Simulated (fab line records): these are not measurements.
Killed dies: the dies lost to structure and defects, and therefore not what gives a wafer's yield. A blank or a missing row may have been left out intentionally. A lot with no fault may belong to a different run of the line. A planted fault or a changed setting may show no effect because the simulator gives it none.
Which tool was responsible? || flow berkeley-cmos170 || 7 lots (21 wafers sampled), 1 step of a 331-step route

== WHAT EACH GAUGE READ, for each wafer ==
UCB170_NSD_CD_MEAS_06: the cd target is 1200 nm.
{"lot": "L490", "measured": "day 7 00:12", "on": "cd-sem-02", "cd-nm (nm)": "1200.4 1200.9 1199.6"}
{"lot": "L491", "measured": "day 7 04:46", "on": "cd-sem-01", "cd-nm (nm)": "1198.2 1199.6 1198.8"}
{"lot": "L494", "measured": "day 7 21:17", "on": "cd-sem-01", "cd-nm (nm)": "1201.6 1201.4 1202.5"}
{"lot": "L501", "measured": "day 9 08:49", "on": "cd-sem-01", "cd-nm (nm)": "1199.5 1201.3 1200.2"}
{"lot": "L502", "measured": "day 9 16:43", "on": "cd-sem-02", "cd-nm (nm)": "1201.7 1200.0 1200.5"}
{"lot": "L510", "measured": "day 10 16:44", "on": "cd-sem-01", "cd-nm (nm)": "1201.0 1201.0 1200.1"}
{"lot": "L511", "measured": "day 11 03:07", "on": "cd-sem-02", "cd-nm (nm)": "1199.9 1200.4 1198.9"}

== TOOL THAT RAN EACH LOT (tool first, then ch and the chambers of the sampled wafers, then the start) ==
Before these readings, the record contains no process step.

== THE ANSWER, worked out from the rows above alone ==
Rule: the lots themselves supply what counts as usual. The widest of any qualifying gaps counts: lots, ordered by their means at a reading, are off when they make up no more than a third of the lots, leave a main group of 4 or more, and stand apart from it by 3 or more times the standard deviation of that group's means. A main group whose means are all the same, to the digits that the tables above print for the reading, isn't used. Also off: a lot with no number at a reading for which 4 or more lots have one. Where the step has rows for the other lots, those lots are counted as sound.
No lot is off on any of the readings shown, so nothing can be concluded from this.

== WHAT THE SIMULATOR HAD PUT IN ==
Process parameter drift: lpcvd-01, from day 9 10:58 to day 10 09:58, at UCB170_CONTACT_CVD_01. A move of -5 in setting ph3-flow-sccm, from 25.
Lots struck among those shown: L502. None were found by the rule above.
